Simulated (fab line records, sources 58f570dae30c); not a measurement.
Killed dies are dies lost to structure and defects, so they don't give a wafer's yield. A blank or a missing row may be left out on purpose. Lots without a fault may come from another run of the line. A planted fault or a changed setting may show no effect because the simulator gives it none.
Problem report in the 8D (eight disciplines) form, filled by code | flow berkeley_cmos170 | the parts of the form that need people (team, actions taken, sign-off) are left out

1. THE PROBLEM
V2_TEOS_THK at UCB170_V2_THK_MEAS_01 reads a mean of 3676 nm on 9 wafers of 3 lots; wafers without a fault read 2000 nm with a standard deviation of 27. That is +62 standard deviations from the usual mean.
First seen on wafer L793.2, day 9 17:37, on film_metro-03. The record holds 45 wafers of 15 lots with a number at this step. Rule for "out", or "out of limits": more than 4 standard deviations from the usual mean. The other wafers with a number count as sound.

2. WHAT IT IS AND WHAT IT IS NOT
question                    | is                           | is not
which readings at this step | V2_TEOS_THK                  | -
which lots                  | L793, L797, L801             | L789, L790, L791, L792, L799, L802, L803, L804, L805, L806, L811, L812
which wafers of those lots  | all that have a number       | -
read on which gauges        | film_metro-01, film_metro-03 | film_metro-02
when                        | from day 9 17:37             | up to then (12 sound wafers); but 24 sound wafers of L799, L802, L803, L804, L805, L806, L811, L812 came after

3. SUSPECTS, AND WHAT RULES EACH OUT
Counting: a tool at a process step up to the reading stays a suspect if it ran every lot that is out and no sound lot after the first of them.
- the gauge at UCB170_V2_THK_MEAS_01: ruled out. The wafers that are out were read on 2 gauges (film_metro-01, film_metro-03).
- pecvd-03 at UCB170_V2_CVD_00 (deposits SiO2 from TEOS/O2, target thk 2000 nm, time 250 s): kept. It ran every lot that is out, first L793 (day 9 17:27), and no sound lot after that; its last sound lot up to then is L790 (day 8 23:49).
Left after counting: pecvd-03 at UCB170_V2_CVD_00.

4. THE CAUSE (what the simulator had put in)
Process parameter drift: pecvd-03, from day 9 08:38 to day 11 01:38, at UCB170_V2_CVD_00. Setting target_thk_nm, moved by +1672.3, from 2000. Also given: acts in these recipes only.
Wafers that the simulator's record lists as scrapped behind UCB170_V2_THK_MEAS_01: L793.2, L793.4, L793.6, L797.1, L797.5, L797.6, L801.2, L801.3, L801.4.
Counting left only this tool.

5. THE CHAIN OF EFFECTS, in route order
Each row: a reading whose mean over the struck wafers that have a number lies more than 3 standard deviations from the usual. Only readings for which the record gives a usual standard deviation are gone through. hours: the time from each lot's start at the first step in this table that gives one to its start at this step, as a median over the lots. sigmas: the change in usual standard deviations.
hours | step                  | reading     | usual   | on struck wafers | change | sigmas
0     | UCB170_V2_THK_MEAS_01 | V2_TEOS_THK | 2000 nm | 3676             | +1676  | +62

6. WHAT WOULD HAVE CAUGHT IT SOONER
In this record the first reading out of limits at a measuring or inspecting step was taken at day 9 17:37, 9 hours after the fault began at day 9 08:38.
Of the tool readings at UCB170_V2_CVD_00 for which the record gives a usual standard deviation, none was out on any struck wafer, so an alarm limit of 4 standard deviations on them would not have fired.
Of the lots that are out (3), L797, L801 began UCB170_V2_CVD_00 on pecvd-03 after day 9 17:37. A hold on the tool at that time would have spared those 2.
